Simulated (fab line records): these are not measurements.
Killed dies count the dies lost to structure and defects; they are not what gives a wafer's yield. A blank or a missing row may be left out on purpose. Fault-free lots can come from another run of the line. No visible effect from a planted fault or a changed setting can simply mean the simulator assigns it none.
2 desks looking at one fault -- flow rit-cmos -- each desk holds nothing but its own numbers, with what lay behind them at the end

## AT THE METROLOGY DESK
Means of the sampled wafers that have a number, per lot and without regard to the tool the lot ran on: this is what the gauges read. Marked OUT: a lot whose mean sits more than 4 standard deviations from the usual mean, which makes it out of limits; the brackets give that distance. Shown here are 7 of its 11 readings, the ones lying furthest out on some lot.
Columns: A = cd-nm at RIT_ACTIVE_CD_MEAS_90, usual 1399.6 nm; B = FOX1_OXIDE_THK at RIT_FOX1_THK_MEAS_01, usual 349 nm; C = FIELD_OXIDE_LEFT_1_THK at RIT_FOX2_THK_MEAS_90, usual 322 nm; D = PWELL_OVL at RIT_PWELL_OVL_MEAS_06, usual -1.0 nm; E = PWELL_TW at RIT_PWELL_TW_MEAS_10, usual 947; F = PWELL_RS at RIT_WELLDRIVE_RS_MEAS_02, usual 429.4 ohm/sq; G = FIELD_OXIDE_LEFT_2_THK at RIT_FOX2_THK_MEAS_91, usual 254 nm
lot,first seen here,A,B,C,D,E,F,G
L822,day 1 16:26,1398.6,346,327,-3.5,944,428.1,259
L828,day 2 21:07,1400.3,350,306,0.5,957,429.8,238
L829,day 3 02:10,1396.1,357,324,-2.4,945,429.7,257
L834,day 4 03:35,1399.8,342,316,-0.8,944,427.6,247
L842,day 5 19:51,1403.1,347,329,-0.9,953,429.3,261
This desk's verdict: no lot among the 5 shows anything out of limits.

## DESK OF THE TOOL OWNER: wet-bench-04
The tool's own readings at RIT_FOX2_CLEAN_02 (cleans in dHF, time 180 s): means of the sampled wafers that have a number, for each lot that ran on this tool. Marked OUT: a lot whose mean sits more than 4 standard deviations from the usual mean, which makes it out of limits; the brackets give that distance.
Columns: A = run-length-s at RIT_FOX2_CLEAN_02, usual 208 s
lot,first seen here,A
L822,day 1 19:55,206
L828,day 3 00:28,386 (+57) OUT
L842,day 5 23:13,207
This desk finds L828 out of limits, L828 being first, at day 3 00:28 (run-length-s at RIT_FOX2_CLEAN_02). Within limits: L822, L842.

## BROUGHT TOGETHER
At day 3 00:28, on L828, the tool owner's desk was in a position to raise an alarm.
The metrology desk saw nothing out of limits.
The metrology desk holds a record of L828, inside its limits.
The lots listed all ran RIT_FOX2_CLEAN_02 on wet-bench-04.

## WHAT THE SIMULATOR PUT IN
wet-bench-04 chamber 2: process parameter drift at RIT_FOX2_CLEAN_02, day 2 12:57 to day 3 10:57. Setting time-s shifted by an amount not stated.
Lots struck among those shown: L828.
Time in hours from fault onset to the first out-of-limits reading at each desk: the tool owner's desk, 12.
